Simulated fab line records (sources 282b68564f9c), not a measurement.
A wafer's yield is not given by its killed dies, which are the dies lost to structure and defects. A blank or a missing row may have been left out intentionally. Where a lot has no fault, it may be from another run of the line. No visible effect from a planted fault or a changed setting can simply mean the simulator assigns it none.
What tool caused it? | flow ritCmos | Sampling: 15 lots, 45 wafers, 2 of 202 route steps

## WHAT THE GAUGES SHOWED, per wafer
No reading from a measuring or inspecting step in the record can be judged against a usual standard deviation.

## EACH LOT AND THE TOOL THAT RAN IT (in order: tool; ch and the chambers of the sampled wafers; start)
lot  | RIT_SILICIDE_WET_ETCH_05      | RIT_M1_PROBE_99
L323 | wetBench-02 ch 0, day 3 16:10 | -
L324 | wetBench-04 ch 2, day 3 19:47 | -
L327 | wetBench-04 ch 3, day 4 10:56 | -
L329 | wetBench-02 ch 3, day 4 18:37 | prober-02, day 5 01:14
L328 | wetBench-04 ch 3, day 4 20:29 | prober-01, day 5 02:58
L330 | wetBench-04 ch 2, day 4 23:42 | prober-02, day 5 06:13
L335 | wetBench-01 ch 0, day 6 00:23 | -
L336 | wetBench-04 ch 2, day 6 06:52 | -
L338 | wetBench-02 ch 2, day 6 12:49 | -
L339 | wetBench-02 ch 3, day 6 23:13 | -
L340 | wetBench-01 ch 2, day 7 07:08 | -
L342 | wetBench-04 ch 2, day 7 13:32 | -
L343 | wetBench-04 ch 2, day 7 16:56 | -
L344 | wetBench-02 ch 3, day 7 21:51 | -
L345 | wetBench-01 ch 1, day 8 03:44 | -
- RIT_SILICIDE_WET_ETCH_05: etches Ti in SPM, time 120 s.
- RIT_M1_PROBE_99

## AS READ BY THE TOOLS THEMSELVES (means over the sampled wafers that have a number; for cases with no such wafer, the mark the record gives instead)
RIT_SILICIDE_WET_ETCH_05.
lot  | tool        | bathGuardTempC (C) | bathHeatDutyPct (%)
L323 | wetBench-02 | 88.5               | 12.2
L324 | wetBench-04 | 90.3               | 13.7
L327 | wetBench-04 | 90.1               | 12.8
L329 | wetBench-02 | -                  | -
L328 | wetBench-04 | -                  | -
L330 | wetBench-04 | -                  | -
L335 | wetBench-01 | 89.7               | 12.4
L336 | wetBench-04 | 90.3               | 13.1
L338 | wetBench-02 | 90.2               | 11.7
L339 | wetBench-02 | 90.5               | 14.4
L340 | wetBench-01 | 89.8               | 16.5
L342 | wetBench-04 | 90.4               | 13.0
L343 | wetBench-04 | 90.4               | 12.9
L344 | wetBench-02 | 90.4               | 15.2
L345 | wetBench-01 | 89.1               | 15.1

RIT_M1_PROBE_99.
lot  | tool      | killedAtContacts | killedAtFrontEnd | killedDies | killedOnRim | killedOpen | killedShort
L329 | prober-02 | 0.0              | 264.0            | 264.0      | 70.0        | 4.3        | 5.0
L328 | prober-01 | 0.0              | 264.0            | 264.0      | 70.0        | 2.3        | 2.3
L330 | prober-02 | 0.0              | 264.0            | 264.0      | 70.0        | 1.7        | 3.0

## THE ANSWER, worked out from the rows above alone
Rule: what is usual is taken from the lots themselves. Put in order of their means at a reading, lots are off if they are a third of the lots or fewer, leave a main group of 4 or more, and stand apart from it by a gap of 3 or more times the standard deviation of the main group's means; of several such gaps the widest counts. A main group whose means are all the same, to the digits that the tables above print for the reading, isn't used. Also off: a lot with no number at a reading for which 4 or more lots have one. All remaining lots with rows at the step are treated as sound. After the gauges, taken in route order, come the tools' own readings; for these a lot's mean is taken, as printed above. The first step at which some lot is off is used, and at that step the reading that is off furthest; a lot without a number counts as furthest.
Off: L329, L328, L330 (RIT_SILICIDE_WET_ETCH_05, bathGuardTempC). Without a number there: L329, L328, L330. The main group: mean 90.0 C, standard deviation 0.59.
A tool fits if, at that step or a process step before it, it ran every lot that is off, and no sound lot after the first of them. Not one of the candidates tried fits.

## WHAT WAS PUT IN BY THE SIMULATOR
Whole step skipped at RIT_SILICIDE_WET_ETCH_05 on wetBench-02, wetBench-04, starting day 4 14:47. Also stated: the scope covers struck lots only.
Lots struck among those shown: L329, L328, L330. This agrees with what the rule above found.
